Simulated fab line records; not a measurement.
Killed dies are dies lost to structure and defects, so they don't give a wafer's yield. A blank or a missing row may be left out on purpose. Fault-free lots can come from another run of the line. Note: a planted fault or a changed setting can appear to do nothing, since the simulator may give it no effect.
fab line records + flow berkeleyCmos170
[record]
- lots = 6
- wafers = 18
- lastDay = 13
route steps=331 shown NLDD@167 SPACER@171 PSD@175
lots untouched by any fault: they come from a run of this same line in which no faults occurred
startH: start of the lot's first displayed wafer, in hours after the record's first day + waitH: how many hours have passed since the lot's step before this one + " repeats the value in the row above + L1.1+2: one row covering several wafers at once + - no value present, or no start provided + * or withheld: withheld + < > ~ a bound
route shown NAME@n: a module of which the file shows steps, and the number in the route of the first + usual: the fault-free wafers' mean and standard deviation + same: alike in all rows + chamber/n: place in a boat + sites: per-site readings + _std_site: the standard deviation of these + _edge_site: the outer-site mean with the inner-site mean subtracted + radiusMm: for every site, how far away it sits from the centre of the wafer + mask NAME#n: copy n + behind: tool/chamber where the wafer was last shaped + hold: reason for holding the lot/hours on hold/outcome of the hold + device: the transistor (n, p or np) that didn't switch + end of line: tests of these same wafers at the route's end + a step given without rows: its recipe and nothing more + killed: the dies lost at the first sort to structure and to defects; this is not the yield of the wafer + map: per-die view of a wafer (x killed, . not killed, _ where there is no die)
set.NAME: the setting the step ran with; set.NAME@STEP: the setting that earlier step ran with + model.NAME: the simulator's own value behind a step, which no gauge read
lots at some steps of the route; a table a step, a row a wafer
services: when a tool's chamber went out of use (startH, in hours from the record's first day, below 0 if earlier), for how many hours, and the reason
[[steps]]
[step UCB170_NLDD_IMPLANT_09]
[recipe]
- species = As
- doseCm2 = 5e+13
- energyKev = 30
- tiltDeg = 7
- rotationDeg = 180
[step UCB170_NLDD_STRIP_10]
[recipe]
- chemistry = O2
- powerW = 400
- pressureMtorr = 3500
- platenTempC = withheld
- o2FlowSccm = 400
- overashFraction = 0.5
[usual]
- chamberPressureMTorr = 3500/3.2
- drypumpMotorCurrentA = 5.7/0.36
- oesProductAu = 0.735/0.0044
- stripTimeToEndpointS = 21.65/0.059
| lot.wafer | tool           | chamber | startH | waitH | chamberPressureMTorr | drypumpMotorCurrentA | oesProductAu | rfHoursCounterH | stripTimeToEndpointS |
|-----------|----------------|---------|--------|-------|----------------------|----------------------|--------------|-----------------|----------------------|
| L910.2    | plasmaAsher-02 | 1       | 163.96 | 0.1   | 3500                 | 5.9                  | 0.732        | 5               | 21.70                |
| L910.5    | "              | 1       | "      | "     | 3501                 | 5.8                  | 0.728        | -               | 21.66                |
| L910.6    | "              | 0       | "      | "     | 3500                 | 5.0                  | 0.733        | -               | 21.63                |
| L912.1    | plasmaAsher-04 | 1       | 177.63 | 0.1   | 3499                 | 5.7                  | 0.731        | 39              | 21.59                |
| L912.5    | "              | 0       | "      | "     | 3499                 | 5.4                  | 0.731        | -               | 21.59                |
| L912.6    | "              | 1       | "      | "     | 3498                 | 5.7                  | 0.735        | -               | 21.60                |
| L915.1    | plasmaAsher-04 | 1       | 194.21 | 0.1   | 3502                 | 5.6                  | 0.735        | 41              | 21.50                |
| L915.2    | "              | 0       | "      | "     | 3496                 | 5.4                  | 0.732        | 41              | 21.58                |
| L915.3    | "              | 1       | "      | "     | 3495                 | 5.7                  | 0.738        | -               | 21.56                |
| L916.4    | plasmaAsher-04 | 0       | 195.05 | 0.1   | 3502                 | 5.4                  | 0.737        | -               | 21.60                |
| L916.5    | "              | 1       | "      | "     | 3498                 | 5.7                  | 0.724        | -               | 21.71                |
| L916.6    | "              | 0       | "      | "     | 3496                 | 5.4                  | 0.736        | -               | 21.66                |
| L932.3    | plasmaAsher-01 | 1       | 267.15 | 0.1   | 3501                 | 6.0                  | 0.739        | -               | 21.72                |
| L932.4    | "              | 0       | "      | "     | 3500                 | 6.1                  | 0.733        | -               | 21.69                |
| L932.6    | "              | 0       | "      | "     | 3502                 | 6.1                  | 0.739        | -               | 21.64                |
| L930.3    | plasmaAsher-04 | 1       | 267.31 | 0.1   | 3505                 | 5.6                  | 0.736        | -               | 21.58                |
| L930.5    | "              | 1       | "      | "     | 3498                 | 5.6                  | 0.734        | -               | 21.58                |
| L930.6    | "              | 0       | "      | "     | 3495                 | 5.4                  | 0.739        | -               | 21.59                |
[step UCB170_NLDD_TW_MEAS_11]
[usual]
- NLDD_TW = 2215/19
| lot.wafer | tool         | chamber | startH | waitH | NLDD_TW |
|-----------|--------------|---------|--------|-------|---------|
| L910.2    | filmMetro-01 | -       | 164.07 | 0.1   | 2222    |
| L910.5    | "            | -       | "      | "     | 2224    |
| L910.6    | "            | -       | "      | "     | 2223    |
| L912.1    | filmMetro-01 | -       | 177.73 | 0.1   | 2253    |
| L912.5    | "            | -       | "      | "     | 2246    |
| L912.6    | "            | -       | "      | "     | 2248    |
| L915.1    | filmMetro-04 | -       | 194.31 | 0.1   | 2212    |
| L915.2    | "            | -       | "      | "     | 2199    |
| L915.3    | "            | -       | "      | "     | 2213    |
| L916.4    | filmMetro-01 | -       | 195.15 | 0.1   | 2234    |
| L916.5    | "            | -       | "      | "     | 2240    |
| L916.6    | "            | -       | "      | "     | 2229    |
| L932.3    | filmMetro-04 | -       | 267.24 | 0.1   | 2203    |
| L932.4    | "            | -       | "      | "     | 2207    |
| L932.6    | "            | -       | "      | "     | 2193    |
| L930.3    | filmMetro-02 | -       | 267.39 | 0.1   | 2214    |
| L930.5    | "            | -       | "      | "     | 2207    |
| L930.6    | "            | -       | "      | "     | 2211    |
[step UCB170_NLDD_CLEAN_12]
[recipe]
- chemistry = SPM
- tempC = 120
- timeS = 600
[step UCB170_SPACER_CVD_00]
[recipe]
- material = SiO2
- targetThkNm = 376
- tempC = 390
- precursor = TEOS/O2
- timeS = 47
- rfW = 550
- pressureMtorr = 9000
[usual]
- heaterPowerW = 284/65
| lot.wafer | tool     | chamber | startH | waitH | heaterPowerW | sinceWetCleanH |
|-----------|----------|---------|--------|-------|--------------|----------------|
| L910.2    | pecvd-01 | 1       | 164.30 | 0.0   | 256          | 15             |
| L910.5    | "        | 0       | "      | "     | 350          | -              |
| L910.6    | "        | 2       | "      | "     | 379          | -              |
| L912.1    | pecvd-04 | 2       | 177.98 | 0.0   | 305          | 363            |
| L912.5    | "        | 1       | "      | "     | 283          | -              |
| L912.6    | "        | 0       | "      | "     | 244          | -              |
| L915.1    | pecvd-03 | 1       | 194.54 | 0.0   | 305          | 273            |
| L915.2    | "        | 0       | "      | "     | 329          | 273            |
| L915.3    | "        | 2       | "      | "     | 158          | 273            |
| L916.4    | pecvd-04 | 2       | 195.37 | 0.0   | 328          | -              |
| L916.5    | "        | 1       | "      | "     | 333          | -              |
| L916.6    | "        | 0       | "      | "     | 240          | -              |
| L932.3    | pecvd-03 | 1       | 267.56 | 0.0   | 291          | 346            |
| L932.4    | "        | 0       | "      | "     | 316          | -              |
| L932.6    | "        | 1       | "      | "     | 310          | -              |
| L930.3    | pecvd-01 | 1       | 267.91 | 0.0   | 246          | 118            |
| L930.5    | "        | 2       | "      | "     | 365          | -              |
| L930.6    | "        | 0       | "      | "     | 260          | -              |
[step UCB170_SPACER_THK_MEAS_01]
[recipe]
- reads = SiO2_of_SPACER_CVD_00
[usual]
- SPACER_TEOS_THK = 377/5.2
| lot.wafer | tool         | chamber | startH | waitH | SPACER_TEOS_THK[nm] |
|-----------|--------------|---------|--------|-------|---------------------|
| L910.2    | filmMetro-02 | -       | 164.35 | 0.0   | 380                 |
| L910.5    | "            | -       | "      | "     | 384                 |
| L910.6    | "            | -       | "      | "     | 379                 |
| L912.1    | filmMetro-03 | -       | 178.02 | 0.0   | 370                 |
| L912.5    | "            | -       | "      | "     | 377                 |
| L912.6    | "            | -       | "      | "     | 383                 |
| L915.1    | filmMetro-02 | -       | 194.58 | 0.0   | 369                 |
| L915.2    | "            | -       | "      | "     | 374                 |
| L915.3    | "            | -       | "      | "     | 373                 |
| L916.4    | filmMetro-02 | -       | 195.43 | 0.0   | 383                 |
| L916.5    | "            | -       | "      | "     | 382                 |
| L916.6    | "            | -       | "      | "     | 382                 |
| L932.3    | filmMetro-03 | -       | 267.62 | 0.0   | 370                 |
| L932.4    | "            | -       | "      | "     | 381                 |
| L932.6    | "            | -       | "      | "     | 377                 |
| L930.3    | filmMetro-03 | -       | 267.97 | 0.0   | 373                 |
| L930.5    | "            | -       | "      | "     | 376                 |
| L930.6    | "            | -       | "      | "     | 376                 |
[step UCB170_SPACER_ANNEAL_02]
[recipe]
- tempC = 900
- timeS = 1800
- ambient = N2
[step UCB170_SPACER_ETCHBACK_03]
[recipe]
- stopOn = Si
- target = SiO2
- chemistry = CHF3/CF4/Ar
- CHF3_flow_sccm = 50
- cf4FlowSccm = 10
- Ar_flow_sccm = 120
- pressureMtorr = 200
- rfW = 500
- targetDepthA = 3760
- timeS = 100
[usual]
- chamberPressureMTorr = 199.98/0.16
- drypumpMotorCurrentA = 5.8/0.51
- oesProductAu = 0.897/0.015
- throttleValvePct = 6.49/0.12
| lot.wafer | tool       | chamber | startH | waitH | chamberPressureMTorr | drypumpMotorCurrentA | oesProductAu | rfHoursCounterH | throttleValvePct |
|-----------|------------|---------|--------|-------|----------------------|----------------------|--------------|-----------------|------------------|
| L910.2    | rieDiel-04 | 2       | 170.28 | 0.0   | 200.05               | 6.5                  | 0.891        | 16              | 6.32             |
| L910.5    | "          | 1       | "      | "     | 199.87               | 5.9                  | 0.912        | -               | 6.61             |
| L910.6    | "          | 2       | "      | "     | 199.96               | 6.5                  | 0.898        | -               | 6.32             |
| L912.1    | rieDiel-03 | 1       | 186.13 | 0.0   | 199.92               | 5.3                  | 0.907        | 1               | 6.52             |
| L912.5    | "          | 3       | "      | "     | 200.08               | 5.8                  | 0.903        | -               | 6.50             |
| L912.6    | "          | 0       | "      | "     | 200.16               | 6.6                  | 0.923        | -               | 6.54             |
| L916.4    | rieDiel-01 | 0       | 202.90 | 0.1   | 199.72               | 5.3                  | 0.909        | 2               | 6.46             |
| L916.5    | "          | 0       | "      | "     | 200.06               | 5.3                  | 0.900        | -               | 6.46             |
| L916.6    | "          | 3       | "      | "     | 199.81               | 5.7                  | 0.886        | -               | 6.58             |
| L915.1    | rieDiel-04 | 3       | 202.91 | 0.1   | 199.58               | 5.7                  | 0.889        | 17              | 6.43             |
| L915.2    | "          | 1       | "      | "     | 200.08               | 5.9                  | 0.891        | 58              | 6.60             |
| L915.3    | "          | 2       | "      | "     | 199.72               | 6.5                  | 0.876        | 18              | 6.32             |
| L932.3    | rieDiel-01 | 2       | 271.74 | 0.0   | 199.92               | 5.5                  | 0.855        | 55              | 6.27             |
| L932.4    | "          | 2       | "      | "     | 199.65               | 5.5                  | 0.886        | -               | 6.26             |
| L932.6    | "          | 0       | "      | "     | 200.15               | 5.3                  | 0.891        | -               | 6.45             |
| L930.3    | rieDiel-03 | 3       | 271.81 | 0.1   | 200.02               | 5.8                  | 0.886        | 53              | 6.49             |
| L930.5    | "          | 1       | "      | "     | 200.06               | 5.2                  | 0.918        | -               | 6.51             |
| L930.6    | "          | 0       | "      | "     | 199.87               | 6.7                  | 0.905        | -               | 6.54             |
[step UCB170_PSD_HMDS_00]
[recipe]
- primeTimeS = 60
- primeTempC = 100
[step UCB170_PSD_COAT_01]
[recipe]
- resist = KrF
- spinRpm = 1500
- resistThkNm = 900
[step UCB170_PSD_SOFTBAKE_02]
[recipe]
- resist = KrF
- tempC = 130
- timeS = 60
[step UCB170_PSD_EXPOSE_03]
[recipe]
- maskId = PSELECT_MOD
- na = 0.5
- sigmaOuter = 0.6
- sourceShape = conventional
- targetCdNm = 1200
- doseMj = 30
[step UCB170_PSD_PEB_04]
[recipe]
- pebTempC = 130
- pebTimeS = withheld
- resist = KrF
[usual]
- chillPlateTempC = 23.00/0.099
- exhaustPa = 44.9/0.89
| lot.wafer | tool          | chamber | startH | waitH | chillPlateTempC | exhaustPa |
|-----------|---------------|---------|--------|-------|-----------------|-----------|
| L910.2    | lithoTrack-01 | 0       | 171.18 | 0.2   | 23.01           | 45.1      |
| L910.5    | "             | 0       | "      | "     | 22.98           | 45.6      |
| L910.6    | "             | 0       | "      | "     | 22.91           | 44.3      |
| L912.1    | lithoTrack-03 | 0       | 187.25 | 0.1   | 23.18           | 43.6      |
| L912.5    | "             | 0       | "      | "     | 23.22           | 45.4      |
| L912.6    | "             | 0       | "      | "     | 23.03           | 45.1      |
| L916.4    | lithoTrack-01 | -       | 204.50 | 0.7   | -               | -         |
| L916.5    | "             | -       | "      | "     | -               | -         |
| L916.6    | "             | -       | "      | "     | -               | -         |
| L915.1    | lithoTrack-01 | -       | 204.70 | 0.9   | -               | -         |
| L915.2    | "             | -       | "      | "     | -               | -         |
| L915.3    | "             | -       | "      | "     | -               | -         |
| L932.3    | lithoTrack-04 | 0       | 273    | -     | 22.94           | 44.6      |
| L932.4    | "             | 0       | "      | "     | 23.27           | 43.9      |
| L932.6    | "             | 0       | "      | "     | 22.93           | 43.4      |
| L930.3    | lithoTrack-04 | 0       | 274.02 | 1.0   | 22.87           | 45.5      |
| L930.5    | "             | 0       | "      | "     | 23.08           | 46.3      |
| L930.6    | "             | 0       | "      | "     | 22.96           | 44.3      |
[step UCB170_PSD_DEVELOP_05]
[recipe]
- developer = TMAH
- developTimeS = 45
- resist = KrF
- devTempC = 21
[[services]]
| tool           | chamber | startH | hours | kind          |
|----------------|---------|--------|-------|---------------|
| rieDiel-01     | 0       | 143.17 | -     | clean         |
| rieDiel-01     | 0       | 143.17 | 19.4  | scheduledDown |
| rieDiel-01     | 0       | 143.17 | 19.4  | ventCycle     |
| rieDiel-04     | -       | 152.37 | 0.6   | repair        |
| rieDiel-04     | 3       | 165.71 | 4.5   | repair        |
| rieDiel-04     | -       | 167.90 | 0.3   | repair        |
| rieDiel-01     | 3       | 181.72 | 2.2   | repair        |
| pecvd-03       | 0       | 188.99 | 5.5   | repair        |
| pecvd-04       | -       | 200.79 | 0.9   | repair        |
| rieDiel-03     | 2       | 203.93 | 2.2   | repair        |
| rieDiel-03     | 1       | 206.75 | 17.9  | repair        |
| plasmaAsher-01 | -       | 221.08 | 0.8   | repair        |
| rieDiel-04     | -       | 223.86 | 4.3   | pm            |
| plasmaAsher-02 | -       | 228.72 | 2.8   | pm            |
| pecvd-04       | -       | 228.84 | 0.8   | pm            |
| rieDiel-04     | -       | 232.75 | 0.7   | repair        |
| plasmaAsher-04 | -       | 240.19 | 13.7  | repair        |
| pecvd-04       | -       | 242.50 | 14.0  | pm            |
| rieDiel-01     | 3       | 245.83 | 6.3   | repair        |
| rieDiel-04     | -       | 246.37 | 1.0   | repair        |
| rieDiel-04     | 0       | 248.31 | 4.7   | repair        |
| pecvd-01       | -       | 261.64 | 5.5   | pm            |
| rieDiel-03     | -       | 263.48 | 0.3   | repair        |
| rieDiel-03     | 2       | 269.03 | 15.1  | repair        |
[[key]]
[firstSign]
- step = UCB170_PSD_PEB_04
- reading = toolRecord
- direction = missing
effect none on later readings
metAt UCB170_PSD_PEB_04
struckWafers L915.1,L915.2,L915.3,L916.4,L916.5,L916.6
sortLeftOut L915.1,L915.2,L915.3,L916.4,L916.5,L916.6
testerLeftOut L915,L916
onsetBetween 171.18 204.50
[fault]
- kind = skippedStepWhole
- tool = lithoTrack-01
- chamber = -
- onsetH = 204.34
- steps = UCB170_PSD_PEB_04
- scope = struckLotsOnly
// testerLeftOut: of these lots the tester's yield and bins aren't shown, on N5 and GAA mostly nor the transistor test; their killed dies are dies lost to structure and defects alone, not to doping, threshold or leakage, so they don't give the yield
// sortLeftOut: the simulated sort isn't trusted on such a fault, so these wafers' sort isn't shown, and their yield isn't known
